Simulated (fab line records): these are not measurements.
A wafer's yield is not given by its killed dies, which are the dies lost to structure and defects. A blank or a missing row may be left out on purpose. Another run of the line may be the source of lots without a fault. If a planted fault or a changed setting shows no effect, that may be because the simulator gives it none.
Shared-tool check :: flow rit cmos :: Sample size 15 lots and 45 wafers

== REASON FOR OPENING ==
3 of 15 lots carry a flag on the reading PLDD_TW at RIT_PLDD_TW_MEAS_10. No-fault wafers: 2353, standard deviation 21.
Rule: a lot is flagged in two cases, either no wafer of it has a number, or all its wafers with numbers fall more than 4 standard deviations from that mean. The other lots count as sound.

lot: L316
measured: day 2 22:10
on: film metro-02
PLDD_TW, wafer by wafer: 2347 2335 2356
flag: 

lot: L317
measured: day 3 04:46
on: film metro-01
PLDD_TW, wafer by wafer: 2323 2315 2314
flag: 

lot: L318
measured: day 3 08:17
on: film metro-02
PLDD_TW, wafer by wafer: 2320 2339 2334
flag: 

lot: L319
measured: day 3 15:08
on: film metro-04
PLDD_TW, wafer by wafer: 2376 2378 2383
flag: 

lot: L320
measured: day 3 21:22
on: film metro-02
PLDD_TW, wafer by wafer: 2336 2331 2320
flag: 

lot: L321
measured: day 4 01:04
on: film metro-02
PLDD_TW, wafer by wafer: 2357 2373 2360
flag: 

lot: L322
measured: day 4 08:00
on: film metro-02
PLDD_TW, wafer by wafer: 2338 2353 2343
flag: 

lot: L324
measured: day 4 16:23
on: film metro-04
PLDD_TW, wafer by wafer: 2379 2382 2377
flag: 

lot: L325
measured: day 4 22:13
on: film metro-01
PLDD_TW, wafer by wafer: 2605 2606 2611
flag: FLAGGED

lot: L326
measured: day 5 02:48
on: film metro-02
PLDD_TW, wafer by wafer: 2633 2648 2639
flag: FLAGGED

lot: L327
measured: day 5 05:44
on: film metro-01
PLDD_TW, wafer by wafer: 2605 2613 2606
flag: FLAGGED

lot: L329
measured: day 5 14:04
on: film metro-02
PLDD_TW, wafer by wafer: 2360 2355 2351
flag: 

lot: L333
measured: day 6 10:10
on: film metro-04
PLDD_TW, wafer by wafer: 2361 2346 2354
flag: 

lot: L335
measured: day 6 22:40
on: film metro-04
PLDD_TW, wafer by wafer: 2367 2346 2347
flag: 

lot: L337
measured: day 7 07:13
on: film metro-04
PLDD_TW, wafer by wafer: 2367 2381 2370
flag: 
The mean of the flagged lots' numbers is 2618, +265 from the usual (+13 standard deviations).

== EACH LOT AND THE TOOL IT RAN ON ==
The record keeps 1 process step preceding the reading, out of 202 steps on the route. Read each cell as the tool, then ch plus the chambers that the sampled wafers visited, then the start.
lot: L316
flag: 
RIT_PLDD_IMPLANT_08: implanter-02 ch 0, day 2 21:50

lot: L317
flag: 
RIT_PLDD_IMPLANT_08: implanter-04 ch 0, day 3 04:26

lot: L318
flag: 
RIT_PLDD_IMPLANT_08: implanter-02 ch 0, day 3 07:59

lot: L319
flag: 
RIT_PLDD_IMPLANT_08: implanter-03 ch 0, day 3 14:48

lot: L320
flag: 
RIT_PLDD_IMPLANT_08: implanter-04 ch 0, day 3 21:02

lot: L321
flag: 
RIT_PLDD_IMPLANT_08: implanter-03 ch 0, day 4 00:44

lot: L322
flag: 
RIT_PLDD_IMPLANT_08: implanter-03 ch 0, day 4 07:41

lot: L324
flag: 
RIT_PLDD_IMPLANT_08: implanter-03 ch 0, day 4 16:03

lot: L325
flag: FLAGGED
RIT_PLDD_IMPLANT_08: implanter-03 ch 0, day 4 21:55

lot: L326
flag: FLAGGED
RIT_PLDD_IMPLANT_08: implanter-03 ch 0, day 5 02:28

lot: L327
flag: FLAGGED
RIT_PLDD_IMPLANT_08: implanter-03 ch 0, day 5 05:25

lot: L329
flag: 
RIT_PLDD_IMPLANT_08: implanter-04 ch 0, day 5 13:45

lot: L333
flag: 
RIT_PLDD_IMPLANT_08: implanter-02 ch 0, day 6 09:51

lot: L335
flag: 
RIT_PLDD_IMPLANT_08: implanter-04 ch 0, day 6 22:20

lot: L337
flag: 
RIT_PLDD_IMPLANT_08: implanter-04 ch 0, day 7 06:53
These steps, and what they do:
- RIT_PLDD_IMPLANT_08
- RIT_PLDD_TW_MEAS_10

== FLAGGED OVER TOTAL, TOOL BY TOOL (the gauges that took the reading come last) ==
step: RIT_PLDD_IMPLANT_08
tool: implanter-02
lots run: 3
flagged: 0
share of the flagged lots: none
sound lots run after its first flagged lot: -

step: RIT_PLDD_IMPLANT_08
tool: implanter-03
lots run: 7
flagged: 3
share of the flagged lots: all
sound lots run after its first flagged lot: 0

step: RIT_PLDD_IMPLANT_08
tool: implanter-04
lots run: 5
flagged: 0
share of the flagged lots: none
sound lots run after its first flagged lot: -

step: RIT_PLDD_TW_MEAS_10
tool: film metro-01
lots run: 3
flagged: 2
share of the flagged lots: some
sound lots run after its first flagged lot: 0

step: RIT_PLDD_TW_MEAS_10
tool: film metro-02
lots run: 7
flagged: 1
share of the flagged lots: some
sound lots run after its first flagged lot: 1 (L329)

step: RIT_PLDD_TW_MEAS_10
tool: film metro-04
lots run: 5
flagged: 0
share of the flagged lots: none
sound lots run after its first flagged lot: -

== THE TABLE: WHAT IT ALLOWS ==
In the table, 1 row covers all flagged lots: implanter-03 at RIT_PLDD_IMPLANT_08.
- implanter-03 at RIT_PLDD_IMPLANT_08: 3 of its 7 lots flagged. Last sound lot L324 at day 4 16:03, first flagged lot L325 at day 4 21:55; a fault beginning in between fits. Its own readings lie more than 4 standard deviations out on every wafer of the flagged lots: dose ions cm2, faraday current uA.
One tool is left: implanter-03 at RIT_PLDD_IMPLANT_08.

== WHAT WAS PUT IN BY THE SIMULATOR ==
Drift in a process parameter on implanter-03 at RIT_PLDD_IMPLANT_08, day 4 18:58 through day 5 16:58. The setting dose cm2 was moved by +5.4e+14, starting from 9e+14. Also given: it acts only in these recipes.
Lots struck among those shown: L325, L326, L327. This agrees with what the rule above found.
